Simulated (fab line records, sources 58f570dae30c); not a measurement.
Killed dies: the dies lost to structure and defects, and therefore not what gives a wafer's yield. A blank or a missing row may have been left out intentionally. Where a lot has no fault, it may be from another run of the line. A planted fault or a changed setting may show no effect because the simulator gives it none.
One fault through the eyes of 2 desks + flow berkeley-cmos170 + what lay behind the numbers comes last; until then each desk has only its own

== AT THE METROLOGY DESK ==
Lot by lot, what the gauges showed, no matter which tool ran the lot: averages of those sampled wafers that carry a number. Any lot whose mean is over 4 standard deviations away from the usual mean is out of limits and marked OUT; that distance is given in the brackets.
Columns: A = PFIELD_TW at UCB170_PFIELD_TW_MEAS_09, usual 600.2
| lot  | first seen here | A               |
|------|-----------------|-----------------|
| L284 | day 4 08:43     | 597.7           |
| L285 | day 4 21:50     | 598.2           |
| L286 | day 5 14:57     | 600.4           |
| L288 | day 5 15:16     | 599.1           |
| L287 | day 5 15:56     | 599.5           |
| L290 | day 6 04:40     | 599.0           |
| L292 | day 6 22:34     | 598.8           |
| L297 | day 7 17:50     | 548.8 (-19) OUT |
| L300 | day 8 14:03     | 600.3           |
| L298 | day 8 14:20     | 550.3 (-18) OUT |
| L301 | day 8 21:03     | 599.5           |
| L304 | day 9 04:22     | 604.8           |
| L306 | day 9 15:21     | 598.5           |
| L305 | day 9 15:37     | 603.9           |
This desk's result: L297, L298 out of limits, first on L297 (PFIELD_TW at UCB170_PFIELD_TW_MEAS_09), day 7 17:50. Within limits: L284, L285, L286, L288, L287, L290, L292, L300, L301, L304, L306, L305.

== DESK OF THE TOOL OWNER: implanter-02 ==
The tool's own readings at UCB170_PFIELD_IMPLANT_07, given as means over the sampled wafers that have a number, one for each lot that went through this tool. Any lot whose mean is over 4 standard deviations away from the usual mean is out of limits and marked OUT; that distance is given in the brackets.
Columns: A = dose-ions-cm2 at UCB170_PFIELD_IMPLANT_07, usual 1.9997e+13; B = faraday-current-uA at UCB170_PFIELD_IMPLANT_07, usual 63.2
| lot  | first seen here | A                            | B              |
|------|-----------------|------------------------------|----------------|
| L284 | day 4 08:28     | 2.0025e+13                   | 63.1           |
| L288 | day 5 15:01     | 2.0007e+13                   | 64.2           |
| L297 | day 7 17:35     | 1.5187e+13 (-99 or more) OUT | 49.7 (-10) OUT |
| L298 | day 8 14:05     | 1.5211e+13 (-99 or more) OUT | 48.4 (-11) OUT |
This desk's verdict: out of limits on L297, L298, starting with L297 at day 7 17:35 (dose-ions-cm2 at UCB170_PFIELD_IMPLANT_07). Within limits: L284, L288.

== PUT TOGETHER ==
On L297, L298, at day 7 17:35, an alarm was possible from the tool owner's desk.
An alarm was possible from the metrology desk at day 7 17:50, on L297, L298.
The lots listed all ran UCB170_PFIELD_IMPLANT_07 on implanter-02.

== WHAT HAD BEEN PUT IN BY THE SIMULATOR ==
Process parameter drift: implanter-02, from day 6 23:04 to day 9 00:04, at UCB170_PFIELD_IMPLANT_07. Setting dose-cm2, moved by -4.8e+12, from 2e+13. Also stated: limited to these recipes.
Lots struck among those shown: L297, L298.
Hours from the fault's start to each desk's first reading out of limits: the tool owner's desk, 19; the metrology desk, 19.
